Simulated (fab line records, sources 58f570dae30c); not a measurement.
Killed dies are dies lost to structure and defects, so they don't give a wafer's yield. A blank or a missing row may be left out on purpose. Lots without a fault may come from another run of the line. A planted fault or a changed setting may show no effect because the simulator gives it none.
Split-lot experiment | flow berkeley_cmos170 | 5 lots, 23 wafers read, on a route of 331 steps

THE SPLIT
At UCB170_PFIELD_IMPLANT_07, the setting dose_cm2 was moved away from the recipe's 2e+13 on 5 of the 23 wafers read, by -4.2% to +4.7%. The other wafers ran this setting at the recipe's value.

FROM THE SPLIT TO THE READING: what the file shows between them, 1 step
- UCB170_PFIELD_STRIP_08: strips in O2

THE READING
PFIELD_TW, at UCB170_PFIELD_TW_MEAS_09. Fault-free wafers of this fab line usually give 602, standard deviation 3.9.

wafer  | tool, chamber at the split | dose_cm2 as run | against the recipe | PFIELD_TW | against lot-mates on the recipe
L075.1 | implanter-02, 0            | 2e+13           | recipe             | 605       | -
L075.2 | implanter-02, 0            | 2e+13           | recipe             | 602       | -
L075.3 | implanter-02, 0            | 2e+13           | recipe             | 603       | -
L075.4 | implanter-02, 0            | 2e+13           | recipe             | 603       | -
L075.6 | implanter-02, 0            | 2e+13           | recipe             | 602       | -
L076.1 | implanter-04, 0            | 2e+13           | recipe             | 599       | -
L076.3 | implanter-04, 0            | 2e+13           | recipe             | 600       | -
L076.4 | implanter-04, 0            | 2e+13           | recipe             | 597       | -
L082.1 | implanter-01, 0            | 2.094e+13       | +4.7%              | 611       | +8
L082.3 | implanter-01, 0            | 2e+13           | recipe             | 602       | -
L082.4 | implanter-01, 0            | 2.094e+13       | +4.7%              | 611       | +8
L082.5 | implanter-01, 0            | 2e+13           | recipe             | 605       | -
L082.6 | implanter-01, 0            | 2e+13           | recipe             | 601       | -
L083.1 | implanter-02, 0            | 2e+13           | recipe             | 601       | -
L083.2 | implanter-02, 0            | 2e+13           | recipe             | 606       | -
L083.3 | implanter-02, 0            | 2e+13           | recipe             | 604       | -
L083.5 | implanter-02, 0            | 2e+13           | recipe             | 607       | -
L083.6 | implanter-02, 0            | 2e+13           | recipe             | 604       | -
L085.1 | implanter-02, 0            | 1.916e+13       | -4.2%              | 593       | -9
L085.2 | implanter-02, 0            | 2e+13           | recipe             | 602       | -
L085.3 | implanter-02, 0            | 1.916e+13       | -4.2%              | 593       | -9
L085.4 | implanter-02, 0            | 2e+13           | recipe             | 602       | -
L085.5 | implanter-02, 0            | 1.916e+13       | -4.2%              | 595       | -7

THE FIT
A straight line over all 23 wafers: PFIELD_TW changes by +1.96 for each +1% of dose_cm2; r = +0.88; the points scatter about the line by 2.3.
The same after taking each lot's own level away (the mean of its wafers on the recipe; 23 wafers): +1.88 for each +1%; r = +0.94; scatter 1.4.
On that fit, the largest move of dose_cm2 shifts the reading by 8.9.
The lots' own levels span 598.7 to 604.4, that is 1.5 times the standard deviation above.
So the lot-to-lot level changes the slope little: the two slopes agree.
Check: with one of the wafers moved furthest among these (+4.7%) left out of the fit, the line predicts +8.93 for it against its lot-mates. It came out at +8.33 against them.

OTHER SPLITS ON THESE WAFERS
These wafers also went through other splits before the reading. Each is held against what the fit with the lots' levels taken away leaves over:
other split on the same wafers        | wafers away from the commonest value | r with PFIELD_TW (lot level and that fit taken away)
UCB170_ZERO_COAT_01 spin_rpm          | 6                                    | +0.08
UCB170_ZERO_SOFTBAKE_02 temp_c        | 7                                    | -0.23
UCB170_NWELL_IMPLANT_14 dose_cm2      | 6                                    | +0.22
UCB170_PWELL_CVD_05 sih2cl2_flow_sccm | 15                                   | -0.03
UCB170_ACTIVE_COAT_08 resist_thk_nm   | 9                                    | -0.10
UCB170_ACTIVE_ETCH_15 time_s          | 7                                    | -0.29

THE FILE'S OWN FIT
PFIELD_TW changes by +1.85 for each +1% of dose_cm2, r = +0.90.
